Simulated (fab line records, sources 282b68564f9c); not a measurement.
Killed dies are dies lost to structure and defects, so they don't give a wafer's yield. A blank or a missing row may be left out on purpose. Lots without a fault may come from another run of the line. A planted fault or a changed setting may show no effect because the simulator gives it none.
Which tool did it? | flow rit_cmos | 14 lots, 42 wafers sampled, at 2 steps of a route of 202

WHAT THE GAUGES READ, wafer by wafer
The record holds no reading of a measuring or inspecting step that can be judged against a usual standard deviation.

WHICH TOOL RAN EACH LOT (tool, then ch and the chambers of the sampled wafers, then the start)
lot  | RIT_NSD_SOFTBAKE_02              | RIT_M1_PROBE_99
L586 | litho_track-01 ch 0, day 3 04:16 | -
L587 | litho_track-03 ch 0, day 3 09:34 | -
L589 | litho_track-01 ch 0, day 3 19:02 | -
L592 | litho_track-04 ch 0, day 4 06:44 | -
L591 | litho_track-04 ch 0, day 4 08:56 | -
L593 | litho_track-01 ch 0, day 4 12:31 | -
L594 | litho_track-04 ch 0, day 4 16:02 | -
L596 | litho_track-01 ch 0, day 5 01:16 | prober-02, day 5 11:51
L597 | litho_track-03 ch 0, day 5 11:11 | -
L600 | litho_track-01 ch 0, day 5 22:22 | prober-02, day 6 09:25
L602 | litho_track-03 ch 0, day 6 07:00 | prober-02, day 6 18:31
L604 | litho_track-03 ch 0, day 6 18:35 | -
L608 | litho_track-03 ch 0, day 7 17:56 | -
L609 | litho_track-03 ch 0, day 7 18:29 | -
- RIT_NSD_SOFTBAKE_02: time 60 s.
- RIT_M1_PROBE_99

WHAT THE TOOLS THEMSELVES READ (means of the sampled wafers that have a number; where no wafer has one, the mark that the record gives instead)
RIT_NSD_SOFTBAKE_02.
lot  | tool           | chill_plate_temp_C (C) | exhaust_pa (Pa) | heater_power_total_W (W) | plate_temp_C (C)
L586 | litho_track-01 | 23.08                  | 44.4            | 34.50                    | 89.94
L587 | litho_track-03 | 22.94                  | 44.4            | 34.50                    | 90.18
L589 | litho_track-01 | 23.07                  | 44.9            | 34.58                    | 90.11
L592 | litho_track-04 | 22.86                  | 45.2            | 34.54                    | 89.96
L591 | litho_track-04 | 23.00                  | 45.9            | 34.54                    | 90.12
L593 | litho_track-01 | 23.02                  | 45.8            | 34.55                    | 90.07
L594 | litho_track-04 | 22.98                  | 45.7            | 34.55                    | 89.92
L596 | litho_track-01 | 22.93                  | 46.2            | 34.58                    | 89.98
L597 | litho_track-03 | 22.91                  | 45.5            | 34.59                    | 89.95
L600 | litho_track-01 | 23.01                  | 45.2            | 34.58                    | 89.99
L602 | litho_track-03 | 22.97                  | 44.3            | 34.58                    | 89.95
L604 | litho_track-03 | 22.83                  | 45.1            | 34.58                    | 90.07
L608 | litho_track-03 | 23.03                  | 45.8            | 34.07                    | 89.31
L609 | litho_track-03 | 23.00                  | 44.0            | 34.07                    | 89.14

RIT_M1_PROBE_99.
lot  | tool      | killed_at_M0_to_M3 | killed_at_contacts | killed_at_front_end | killed_dies | killed_open | killed_short
L596 | prober-02 | 0.0                | 0.0                | 6                   | 6           | 3.0         | 2.7
L600 | prober-02 | 0.0                | 0.3                | 5                   | 5           | 2.3         | 2.7
L602 | prober-02 | 0.0                | 0.0                | 8                   | 8           | 4.0         | 4.3

THE ANSWER, worked out from the rows above alone
Rule: what is usual is taken from the lots themselves. Put in order of their means at a reading, lots are off if they are a third of the lots or fewer, leave a main group of 4 or more, and stand apart from it by a gap of 3 or more times the standard deviation of the main group's means; of several such gaps the widest counts. A main group whose means are all the same, to the digits that the tables above print for the reading, isn't used. A lot without any number at a reading at which 4 lots or more have one is off too. The other lots that the step has rows for count as sound. The gauges are gone through in route order, then the tools' own readings, and for those a lot's mean is taken as printed above. The first step at which some lot is off is used, and at that step the reading that is off furthest; a lot without a number counts as furthest.
Off: L608, L609, at RIT_NSD_SOFTBAKE_02 (heater_power_total_W). The main group: mean 34.56 W, standard deviation 0.03.
A tool fits if, at that step or a process step before it, it ran every lot that is off, and no sound lot after the first of them. One fits: litho_track-03 at RIT_NSD_SOFTBAKE_02. Its last sound lot is L604 (day 6 18:35), its first lot that is off L608 (day 7 17:56): a fault that began between those two fits.
The tool's own readings at RIT_NSD_SOFTBAKE_02 bear it out: on the lots that are off they differ by more than 5 times the standard deviation of the sound lots' means. heater_power_total_W reads 34.07 W there against 34.56 W on the sound lots; plate_temp_C reads 89.22 C there against 90.02 C on the sound lots.

WHAT THE SIMULATOR HAD PUT IN
Process parameter drift: litho_track-03, from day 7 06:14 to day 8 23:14, at RIT_NSD_SOFTBAKE_02. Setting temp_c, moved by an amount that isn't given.
Lots struck among those shown: L608, L609. The rule above found the same.
